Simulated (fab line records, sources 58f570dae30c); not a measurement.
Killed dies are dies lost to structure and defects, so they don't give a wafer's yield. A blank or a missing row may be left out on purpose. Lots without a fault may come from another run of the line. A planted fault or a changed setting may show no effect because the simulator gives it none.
Chamber matching | flow berkeley_cmos170 | UCB170_V2_CMP_02 on cmp-01: 4 sister chambers
The step polishes SiO2. 8 wafers are shown with their chamber, then 7 later ones without.

WAFERS WITH THEIR CHAMBER
wafer  | chamber | motor_current_A (A)
L118.1 | 1       | 15.2
L121.4 | 0       | 16.4
L122.1 | 0       | 16.7
L123.3 | 1       | 15.1
L123.4 | 2       | 15.3
L123.6 | 3       | 13.9
L127.2 | 2       | 14.9
L127.4 | 3       | 13.8

WAFERS WITHOUT THEIR CHAMBER
wafer  | motor_current_A (A)
L127.5 | 13.0
L130.1 | 16.6
L130.2 | 15.4
L130.3 | 15.2
L139.1 | 13.2
L139.2 | 15.4
L139.4 | 15.0

WHICH CHAMBER EACH WENT THROUGH
wafer  | from the rows above     | in truth
L127.5 | 3                       | 3
L130.1 | 0                       | 0
L130.2 | can't be placed: 1 or 2 | 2
L130.3 | can't be placed: 1 or 2 | 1
L139.1 | 3                       | 3
L139.2 | can't be placed: 1 or 2 | 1
L139.4 | can't be placed: 2 or 1 | 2
Placed correctly: 3 of 7. Can't be placed from these rows: 4 (the true chamber is among the candidates in 4). Placed wrongly: 0.
How it was worked out, from the rows above alone: a wafer's distance from a chamber is the root of the sum, over the readings, of the square of ((its reading less the chamber's mean) divided by the reading's scatter). The wafer belongs to the nearest chamber; if the next one is less than 2 further off, it can't be placed. A chamber's mean is the mean of its shown wafers. The scatter: the root of (the sum of the squares of (reading less its chamber's mean) over the shown wafers, divided by (wafers less chambers)).
